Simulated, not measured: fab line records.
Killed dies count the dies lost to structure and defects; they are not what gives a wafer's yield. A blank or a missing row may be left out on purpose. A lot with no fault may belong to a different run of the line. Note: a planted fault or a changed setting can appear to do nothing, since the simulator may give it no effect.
Which tool did it? | flow berkeley_cmos170 | Sampling: 14 lots, 42 wafers, 4 of 331 route steps

== WHAT EACH GAUGE READ, for each wafer ==
UCB170_ACTIVE_CD_MEAS_13: the cd target is 1200 nm. Usual: cd_nm reads 1199.9 nm (standard deviation 1.8).
lot  | measured    | on        | cd_nm (nm)           | flag
L989 | day 4 14:12 | cd_sem-02 | 1203.1 1202.2 1201.7 |
L991 | day 5 00:30 | cd_sem-01 | 1198.7 1199.7 1199.8 |
L990 | day 5 00:24 | cd_sem-02 | 1199.3 1200.7 1199.5 |
L992 | day 5 09:01 | cd_sem-01 | 1196.8 1197.1 1197.1 |
L993 | day 5 16:49 | cd_sem-02 | 1199.7 1198.2 1199.6 |
L994 | day 5 16:44 | cd_sem-01 | 1198.9 1199.7 1198.9 |
L995 | day 6 05:20 | cd_sem-02 | 1197.7 1198.7 1197.0 |
L996 | day 6 05:10 | cd_sem-01 | 1199.3 1201.3 1201.3 |
L101 | day 7 16:58 | cd_sem-01 | 1200.5 1201.3 1201.0 |
L102 | day 7 16:57 | cd_sem-02 | 1201.4 1201.0 1201.6 |
L104 | day 8 03:10 | cd_sem-02 | 1200.2 1200.1 1199.6 |
L105 | day 8 02:58 | cd_sem-01 | 1196.7 1197.0 1197.8 |
L110 | day 9 08:51 | cd_sem-02 | 1197.9 1198.0 1198.1 |
L112 | day 9 08:34 | cd_sem-01 | 1200.7 1200.4 1201.2 |

UCB170_NSD_CD_MEAS_06: the cd target is 1200 nm. Usual: cd_nm reads 1200.1 nm (standard deviation 1.7).
lot  | measured     | on        | cd_nm (nm)           | flag
L989 | day 7 17:41  | cd_sem-02 | 1196.1 1198.7 1197.3 |
L991 | day 8 05:09  | cd_sem-01 | 1201.3 1199.6 1200.4 |
L990 | day 8 05:26  | cd_sem-02 | 1200.0 1200.1 1201.4 |
L992 | day 8 17:30  | cd_sem-01 | 1202.7 1202.9 1201.9 |
L993 | day 8 18:28  | cd_sem-01 | 1198.4 1198.8 1197.4 |
L994 | day 8 17:55  | cd_sem-02 | 1201.5 1200.2 1202.2 |
L995 | day 9 07:22  | cd_sem-01 | 1198.3 1199.2 1199.5 |
L996 | day 9 08:13  | cd_sem-01 | 1200.4 1200.3 1200.7 |
L101 | day 10 11:02 | cd_sem-01 | 1201.3 1200.9 1201.2 |
L102 | day 10 09:43 | cd_sem-02 | 1196.9 1198.9 1198.3 |
L104 | day 11 02:01 | cd_sem-02 | 1199.9 1200.9 1202.0 |
L105 | day 11 01:58 | cd_sem-01 | 1200.5 1200.2 1202.7 |
L110 | day 12 07:00 | cd_sem-01 | 1200.0 1200.6 1198.9 |
L112 | day 12 07:16 | cd_sem-02 | 1199.5 1200.5 1201.1 |

== TOOL THAT RAN EACH LOT (tool first, then ch and the chambers of the sampled wafers, then the start) ==
lot  | UCB170_NWELL_IMPLANT_14        | UCB170_ACTIVE_STRIP_16
L989 | implanter-01 ch 0, day 2 07:56 | plasma_asher-02 ch 0,1, day 4 14:27
L991 | implanter-03 ch 0, day 2 16:52 | plasma_asher-02 ch 0,1, day 5 00:46
L990 | implanter-02 ch 0, day 2 16:57 | plasma_asher-01 ch 0,1, day 5 00:38
L992 | implanter-03 ch 0, day 2 23:56 | plasma_asher-01 ch 0,1, day 5 09:15
L993 | implanter-03 ch 0, day 3 06:28 | plasma_asher-02 ch 0,1, day 5 17:04
L994 | implanter-02 ch 0, day 3 09:25 | plasma_asher-03 ch 0,1, day 5 16:59
L995 | implanter-02 ch 0, day 3 21:21 | plasma_asher-03 ch 0,1, day 6 05:35
L996 | implanter-03 ch 0, day 3 21:24 | plasma_asher-01 ch 0,1, day 6 05:25
L101 | implanter-01 ch 0, day 5 06:40 | plasma_asher-03 ch 0,1, day 7 17:13
L102 | implanter-03 ch 0, day 5 06:53 | plasma_asher-01 ch 0,1, day 7 17:12
L104 | implanter-01 ch 0, day 5 22:16 | plasma_asher-02 ch 0,1, day 8 03:24
L105 | implanter-03 ch 0, day 5 22:22 | plasma_asher-01 ch 0,1, day 8 03:13
L110 | implanter-01 ch 0, day 7 04:10 | plasma_asher-02 ch 0,1, day 9 09:05
L112 | implanter-01 ch 0, day 7 09:36 | plasma_asher-01 ch 0,1, day 9 08:48
- UCB170_NWELL_IMPLANT_14
- UCB170_ACTIVE_STRIP_16: strips in O2.

== AS READ BY THE TOOLS THEMSELVES (means over the sampled wafers that have a number; for cases with no such wafer, the mark the record gives instead) ==
UCB170_NWELL_IMPLANT_14. Usual: beam_energy_keV 150.00, standard deviation 0.046; dose_ions_cm2 1e+13, standard deviation 1.1e+10.
lot  | tool         | beam_energy_keV | dose_ions_cm2 | flag
L989 | implanter-01 | 150.02          | 1e+13         |
L991 | implanter-03 | 150.02          | 1e+13         |
L990 | implanter-02 | 150.02          | 1e+13         |
L992 | implanter-03 | 150.00          | 1e+13         |
L993 | implanter-03 | 149.97          | 1e+13         |
L994 | implanter-02 | 149.95          | 1e+13         |
L995 | implanter-02 | 150.04          | 1e+13         |
L996 | implanter-03 | 150.04          | 1e+13         |
L101 | implanter-01 | 149.97          | 1e+13         |
L102 | implanter-03 | 150.02          | 1e+13         |
L104 | implanter-01 | 149.99          | 1e+13         |
L105 | implanter-03 | 150.03          | 1e+13         |
L110 | implanter-01 | 150.00          | 1e+13         |
L112 | implanter-01 | 150.08          | 1e+13         |

UCB170_ACTIVE_STRIP_16. Usual: drypump_motor_current_A 6.1 A, standard deviation 0.33; oes_product_au 0.721 a.u., standard deviation 0.0041; strip_time_to_endpoint_s 18.09 s, standard deviation 0.094.
lot  | tool            | drypump_motor_current_A (A) | oes_product_au (a.u.) | strip_time_to_endpoint_s (s) | flag
L989 | plasma_asher-02 | 6.2                         | 0.719                 | 18.14                        |
L991 | plasma_asher-02 | 6.2                         | 0.724                 | 18.11                        |
L990 | plasma_asher-01 | 5.9                         | 0.722                 | 18.03                        |
L992 | plasma_asher-01 | 5.9                         | 0.721                 | 18.25                        |
L993 | plasma_asher-02 | 6.2                         | 0.722                 | 18.04                        |
L994 | plasma_asher-03 | 6.2                         | 0.721                 | 18.18                        |
L995 | plasma_asher-03 | 6.2                         | 0.718                 | 18.07                        |
L996 | plasma_asher-01 | 6.0                         | 0.722                 | 17.98                        |
L101 | plasma_asher-03 | 6.2                         | 0.718                 | 18.16                        |
L102 | plasma_asher-01 | 5.9                         | 0.718                 | 18.17                        |
L104 | plasma_asher-02 | 6.2                         | 0.721                 | 17.94                        |
L105 | plasma_asher-01 | 5.8                         | 0.721                 | 18.09                        |
L110 | plasma_asher-02 | 6.2                         | 0.718                 | 18.17                        |
L112 | plasma_asher-01 | 5.8                         | 0.719                 | 18.00                        |

== THE ANSWER, worked out from the rows above alone ==
Rule: take the mean of a lot's wafers that have a number; if it is more than 3 standard deviations from the usual mean, the lot is off. A lot without any number at a reading at which 4 lots or more have one is off too. The other lots that the step has rows for count as sound. First the gauges in route order, then the tools' own readings, where a lot's mean is used as printed above. The first step at which some lot is off is used, and at that step the reading that is off furthest; a lot without a number counts as furthest.
No lot is off on any of the readings shown, so nothing can be concluded from this.

== WHAT THE SIMULATOR HAD PUT IN ==
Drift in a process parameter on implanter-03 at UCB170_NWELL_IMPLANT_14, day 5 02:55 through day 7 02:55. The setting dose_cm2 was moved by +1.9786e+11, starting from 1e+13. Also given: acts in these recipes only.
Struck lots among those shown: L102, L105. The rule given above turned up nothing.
